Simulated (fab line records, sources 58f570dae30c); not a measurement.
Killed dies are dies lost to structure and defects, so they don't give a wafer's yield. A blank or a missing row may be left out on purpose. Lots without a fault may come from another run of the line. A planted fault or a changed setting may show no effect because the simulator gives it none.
Problem report in the 8D (eight disciplines) form, filled by code | flow berkeley_cmos170 | the parts of the form that need people (team, actions taken, sign-off) are left out

1. THE PROBLEM
dose_ions_cm2 at UCB170_PWELL_IMPLANT_15 reads a mean of 5.129e+12 on 12 wafers of 4 lots; wafers without a fault read 5.001e+12 with a standard deviation of 5.4e+09. That is +24 standard deviations from the usual mean.
First seen on wafer L903.2, day 5 05:39, on implanter-04. The record holds 45 wafers of 15 lots with a number at this step. Rule for "out", or "out of limits": more than 4 standard deviations from the usual mean. The other wafers with a number count as sound.

2. WHAT IT IS AND WHAT IT IS NOT
question                    | is                     | is not
which readings at this step | dose_ions_cm2          | -
which lots                  | L903, L904, L905, L907 | L893, L894, L895, L896, L897, L898, L899, L900, L901, L902, L906
which wafers of those lots  | all that have a number | -
read on which tools         | implanter-04           | implanter-01, implanter-02
when                        | from day 5 05:39       | up to then (30 sound wafers); but 3 sound wafers of L906 came after

3. SUSPECTS, AND WHAT RULES EACH OUT
Counting: a tool at a process step up to the reading stays a suspect if it ran every lot that is out and no sound lot after the first of them.
- implanter-04 at UCB170_PWELL_IMPLANT_15: kept. It ran every lot that is out, first L903 (day 5 05:39), and no sound lot after that; its last sound lot up to then is L902 (day 4 22:02). Its own readings are out on those wafers: dose_ions_cm2.
Left after counting: implanter-04 at UCB170_PWELL_IMPLANT_15.

4. THE CAUSE (what the simulator had put in)
Process parameter drift: implanter-04, from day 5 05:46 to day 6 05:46, at UCB170_PWELL_IMPLANT_15. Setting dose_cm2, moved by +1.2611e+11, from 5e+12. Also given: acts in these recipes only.
Counting left only this tool.

5. THE CHAIN OF EFFECTS, in route order
Each row: a reading whose mean over the struck wafers that have a number lies more than 3 standard deviations from the usual. Only readings for which the record gives a usual standard deviation are gone through. hours: the time from each lot's start at the first step in this table that gives one to its start at this step, as a median over the lots. sigmas: the change in usual standard deviations.
hours | step                    | reading       | usual     | on struck wafers | change     | sigmas
0     | UCB170_PWELL_IMPLANT_15 | dose_ions_cm2 | 5.001e+12 | 5.129e+12        | +1.276e+11 | +24
The process steps in it:
- UCB170_PWELL_IMPLANT_15
Later measuring or inspecting steps at which every struck wafer that the step has a row for has a number for every such reading, and none has moved that far: UCB170_NSD_TW_MEAS_10.

6. WHAT WOULD HAVE CAUGHT IT SOONER
In this record the first reading out of limits was taken at day 5 05:39.
